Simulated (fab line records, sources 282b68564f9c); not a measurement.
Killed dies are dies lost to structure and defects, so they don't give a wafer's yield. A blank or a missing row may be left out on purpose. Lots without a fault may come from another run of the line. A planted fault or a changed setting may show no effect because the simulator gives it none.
Split-lot experiment | flow rit_cmos | 5 lots, 23 wafers read, on a route of 202 steps

THE SPLIT
At RIT_M1_COAT_04 (resist thk 1300 nm), the setting resist_thk_nm was moved away from the recipe's 1300 nm on 8 of the 23 wafers read, by -5.5% to +2.6%. The other wafers ran this setting at the recipe's value.

FROM THE SPLIT TO THE READING: what the file shows between them, 4 steps
- RIT_M1_SOFTBAKE_05: time 60 s
- RIT_M1_EXPOSE_06: exposes mask M12, target cd 2600 nm
- RIT_M1_PEB_07
- RIT_M1_DEVELOP_08: develop time 68 s

THE READING
cd_nm, in nm, at RIT_M1_CD_MEAS_09 (target cd 2600 nm). Fault-free wafers of this fab line usually give 2599.9 nm, standard deviation 2.5 nm.

wafer  | tool, chamber at the split | resist_thk_nm as run, nm | against the recipe | cd_nm, nm | against lot-mates on the recipe
L074.1 | litho_track-03, 0          | 1228                     | -5.5%              | 2591.0    | -6.6
L074.3 | litho_track-03, 0          | 1228                     | -5.5%              | 2593.0    | -4.6
L074.4 | litho_track-03, 0          | 1300                     | recipe             | 2596.6    | -
L074.5 | litho_track-03, 0          | 1300                     | recipe             | 2596.8    | -
L074.6 | litho_track-03, 0          | 1300                     | recipe             | 2599.5    | -
L077.1 | litho_track-04, 0          | 1228                     | -5.5%              | 2592.9    | -5.7
L077.2 | litho_track-04, 0          | 1228                     | -5.5%              | 2592.9    | -5.7
L077.3 | litho_track-04, 0          | 1300                     | recipe             | 2600.5    | -
L077.4 | litho_track-04, 0          | 1228                     | -5.5%              | 2593.4    | -5.2
L077.6 | litho_track-04, 0          | 1300                     | recipe             | 2596.6    | -
L080.1 | litho_track-04, 0          | 1300                     | recipe             | 2598.8    | -
L080.2 | litho_track-04, 0          | 1300                     | recipe             | 2600.8    | -
L080.4 | litho_track-04, 0          | 1334                     | +2.6%              | 2604.2    | +4.4
L080.5 | litho_track-04, 0          | 1334                     | +2.6%              | 2602.6    | +2.8
L080.6 | litho_track-04, 0          | 1334                     | +2.6%              | 2601.5    | +1.7
L082.1 | litho_track-03, 0          | 1300                     | recipe             | 2599.4    | -
L082.2 | litho_track-03, 0          | 1300                     | recipe             | 2597.7    | -
L082.3 | litho_track-03, 0          | 1300                     | recipe             | 2598.8    | -
L085.1 | litho_track-03, 0          | 1300                     | recipe             | 2601.4    | -
L085.2 | litho_track-03, 0          | 1300                     | recipe             | 2602.5    | -
L085.3 | litho_track-03, 0          | 1300                     | recipe             | 2602.9    | -
L085.4 | litho_track-03, 0          | 1300                     | recipe             | 2604.2    | -
L085.6 | litho_track-03, 0          | 1300                     | recipe             | 2603.0    | -

THE FIT
A straight line over all 23 wafers: cd_nm changes by +1.28 nm for each +1% of resist_thk_nm; r = +0.86; the points scatter about the line by 2.1 nm.
The same after taking each lot's own level away (the mean of its wafers on the recipe; 23 wafers): +1.02 nm for each +1%; r = +0.93; scatter 1.1 nm.
On that fit, the largest move of resist_thk_nm shifts the reading by 5.7 nm.
The lots' own levels span 2597.63 to 2602.80 nm, that is 2.1 times the standard deviation above.
So the lot-to-lot level changes the slope: the two fits differ.
Check: with one of the wafers moved furthest among these (-5.5%) left out of the fit, the line predicts -5.38 nm for it against its lot-mates. It came out at -6.63 nm against them.

OTHER SPLITS ON THESE WAFERS
These wafers also went through other splits before the reading. Each is held against what the fit with the lots' levels taken away leaves over:
other split on the same wafers | wafers away from the commonest value | r with cd_nm (lot level and that fit taken away)
RIT_SILICIDE_SPUTTER_01 time_s | 11                                   | +0.06
RIT_M1_SPUTTER_00 power_w      | 9                                    | +0.06

THE WHOLE CHAIN: every reading that the file lists as answering this split, in the file's order
step               | what it does       | reading                                                                       | change (the file's fit)              | r (the file's)
RIT_M1_COAT_04     | resist thk 1300 nm | NOVOLAK_of_M1_COAT_04.thk_nm (the simulator's own value, which no gauge read) | +12.8 nm for each +1% of the setting | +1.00
RIT_M1_CD_MEAS_09  | target cd 2600 nm  | cd_nm                                                                         | +1.02 nm for each +1% of the setting | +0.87
RIT_M1_HARDBAKE_11 | time 120 s         | NOVOLAK_of_M1_COAT_04.thk_nm (the simulator's own value, which no gauge read) | +11.1 nm for each +1% of the setting | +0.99

THE FILE'S OWN FIT
cd_nm changes by +1.02 nm for each +1% of resist_thk_nm, r = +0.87.
